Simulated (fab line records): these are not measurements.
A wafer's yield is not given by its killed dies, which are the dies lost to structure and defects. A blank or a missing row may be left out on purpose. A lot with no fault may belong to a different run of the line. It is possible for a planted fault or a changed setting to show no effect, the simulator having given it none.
What tool caused it? :: flow rit-cmos :: 14 lots, 42 wafers sampled, at 2 steps of a route of 202

WHAT THE GAUGES READ, wafer by wafer
No reading from a measuring or inspecting step in the record can be judged against a usual standard deviation.

WHICH TOOL RAN EACH LOT (tool, then ch and the chambers of the sampled wafers, then the start)
lot: L805
RIT_CONTACT_CLEAN_13: wet-bench-01 ch 2, day 3 10:02
RIT_M1_PROBE_99: prober-02, day 3 14:35

lot: L807
RIT_CONTACT_CLEAN_13: wet-bench-01 ch 3, day 3 19:38
RIT_M1_PROBE_99: prober-02, day 4 01:34

lot: L808
RIT_CONTACT_CLEAN_13: wet-bench-02 ch 1, day 3 23:29
RIT_M1_PROBE_99: prober-01, day 4 03:58

lot: L809
RIT_CONTACT_CLEAN_13: wet-bench-02 ch 0, day 4 06:17
RIT_M1_PROBE_99: prober-02, day 4 11:26

lot: L811
RIT_CONTACT_CLEAN_13: wet-bench-02 ch 3, day 4 16:17
RIT_M1_PROBE_99: prober-02, day 4 20:50

lot: L812
RIT_CONTACT_CLEAN_13: wet-bench-01 ch 1, day 4 21:01
RIT_M1_PROBE_99: prober-01, day 5 03:32

lot: L814
RIT_CONTACT_CLEAN_13: wet-bench-03 ch 1, day 5 07:35
RIT_M1_PROBE_99: prober-01, day 5 12:11

lot: L815
RIT_CONTACT_CLEAN_13: wet-bench-02 ch 3, day 5 10:57
RIT_M1_PROBE_99: prober-02, day 5 17:45

lot: L816
RIT_CONTACT_CLEAN_13: wet-bench-01 ch 1, day 5 18:31
RIT_M1_PROBE_99: prober-01, day 5 22:53

lot: L817
RIT_CONTACT_CLEAN_13: wet-bench-02 ch 2, day 6 01:41
RIT_M1_PROBE_99: prober-02, day 6 06:09

lot: L820
RIT_CONTACT_CLEAN_13: wet-bench-02 ch 0, day 6 13:34
RIT_M1_PROBE_99: prober-01, day 6 19:22

lot: L822
RIT_CONTACT_CLEAN_13: wet-bench-01 ch 1, day 6 21:57
RIT_M1_PROBE_99: prober-02, day 7 03:55

lot: L825
RIT_CONTACT_CLEAN_13: wet-bench-03 ch 1, day 7 18:11
RIT_M1_PROBE_99: prober-01, day 7 23:35

lot: L827
RIT_CONTACT_CLEAN_13: wet-bench-01 ch 1, day 8 01:35
RIT_M1_PROBE_99: prober-01, day 8 06:04
- RIT_CONTACT_CLEAN_13: cleans in SC1, time 600 s.
- RIT_M1_PROBE_99

WHAT THE TOOLS THEMSELVES READ (means of the sampled wafers that have a number; where no wafer has one, the mark that the record gives instead)
RIT_CONTACT_CLEAN_13.
lot: L805
tool: wet-bench-01
run-length-s (s): 633

lot: L807
tool: wet-bench-01
run-length-s (s): 632

lot: L808
tool: wet-bench-02
run-length-s (s): 627

lot: L809
tool: wet-bench-02
run-length-s (s): 628

lot: L811
tool: wet-bench-02
run-length-s (s): 627

lot: L812
tool: wet-bench-01
run-length-s (s): 624

lot: L814
tool: wet-bench-03
run-length-s (s): 626

lot: L815
tool: wet-bench-02
run-length-s (s): 626

lot: L816
tool: wet-bench-01
run-length-s (s): 626

lot: L817
tool: wet-bench-02
run-length-s (s): 547

lot: L820
tool: wet-bench-02
run-length-s (s): 556

lot: L822
tool: wet-bench-01
run-length-s (s): 632

lot: L825
tool: wet-bench-03
run-length-s (s): 626

lot: L827
tool: wet-bench-01
run-length-s (s): 625

RIT_M1_PROBE_99.
lot: L805
tool: prober-02
killed-at-contacts: 0.0
killed-at-front-end: 6
killed-dies: 6
killed-open: 3.0
killed-short: 2.7

lot: L807
tool: prober-02
killed-at-contacts: 0.3
killed-at-front-end: 8
killed-dies: 8
killed-open: 3.0
killed-short: 5.3

lot: L808
tool: prober-01
killed-at-contacts: 0.0
killed-at-front-end: 5
killed-dies: 5
killed-open: 2.7
killed-short: 2.7

lot: L809
tool: prober-02
killed-at-contacts: 0.0
killed-at-front-end: 6
killed-dies: 6
killed-open: 2.3
killed-short: 3.3

lot: L811
tool: prober-02
killed-at-contacts: 0.0
killed-at-front-end: 7
killed-dies: 7
killed-open: 3.0
killed-short: 3.7

lot: L812
tool: prober-01
killed-at-contacts: 0.0
killed-at-front-end: 6
killed-dies: 6
killed-open: 3.7
killed-short: 2.7

lot: L814
tool: prober-01
killed-at-contacts: 0.0
killed-at-front-end: 7
killed-dies: 7
killed-open: 4.0
killed-short: 3.0

lot: L815
tool: prober-02
killed-at-contacts: 0.0
killed-at-front-end: 7
killed-dies: 7
killed-open: 2.0
killed-short: 5.0

lot: L816
tool: prober-01
killed-at-contacts: 0.0
killed-at-front-end: 7
killed-dies: 7
killed-open: 4.0
killed-short: 3.0

lot: L817
tool: prober-02
killed-at-contacts: 0.0
killed-at-front-end: 8
killed-dies: 8
killed-open: 3.0
killed-short: 5.0

lot: L820
tool: prober-01
killed-at-contacts: 0.0
killed-at-front-end: 4
killed-dies: 4
killed-open: 3.0
killed-short: 1.3

lot: L822
tool: prober-02
killed-at-contacts: 0.0
killed-at-front-end: 8
killed-dies: 8
killed-open: 2.7
killed-short: 5.3

lot: L825
tool: prober-01
killed-at-contacts: 0.0
killed-at-front-end: 6
killed-dies: 6
killed-open: 2.3
killed-short: 3.7

lot: L827
tool: prober-01
killed-at-contacts: 0.0
killed-at-front-end: 9
killed-dies: 9
killed-open: 5.0
killed-short: 3.7

THE ANSWER, worked out from the rows above alone
Rule: usual is defined by the lots themselves. Put in order of their means at a reading, lots are off if they are a third of the lots or fewer, leave a main group of 4 or more, and stand apart from it by a gap of 3 or more times the standard deviation of the main group's means; of several such gaps the widest counts. The tables above print the reading to a certain number of digits; a main group whose means all agree to those digits is not used. A lot without any number at a reading at which 4 lots or more have one is off too. Any other lot the step has rows for is counted as sound. Order of review: gauges by route order, followed by the tools' own readings, for which a lot's mean as printed above is used. At the first step where some lot is off, the reading lying furthest off is the one used; lots without a number count as furthest.
Off: L817, L820 (RIT_CONTACT_CLEAN_13, run-length-s). Mean 628 s and standard deviation 2.9 in the main group.
If a tool, at that step or one of the process steps before it, ran each lot that is off and ran no sound lot following the first of them, it fits. One fits: RIT_CONTACT_CLEAN_13 on wet-bench-02. Its last sound lot is L815 (day 5 10:57), its first lot that is off L817 (day 6 01:41): a fault that began between those two fits.
On the lots that are off, the tool's own readings at RIT_CONTACT_CLEAN_13 differ by more than 5 times the standard deviation of the sound lots' means, which bears it out; run-length-s reads 552 s there versus 628 s on the sound lots.

WHAT THE SIMULATOR PUT IN
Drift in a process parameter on wet-bench-02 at RIT_CONTACT_CLEAN_13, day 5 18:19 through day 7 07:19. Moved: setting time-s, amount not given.
Shown lots that were struck: L817, L820. The same result came from the rule above.
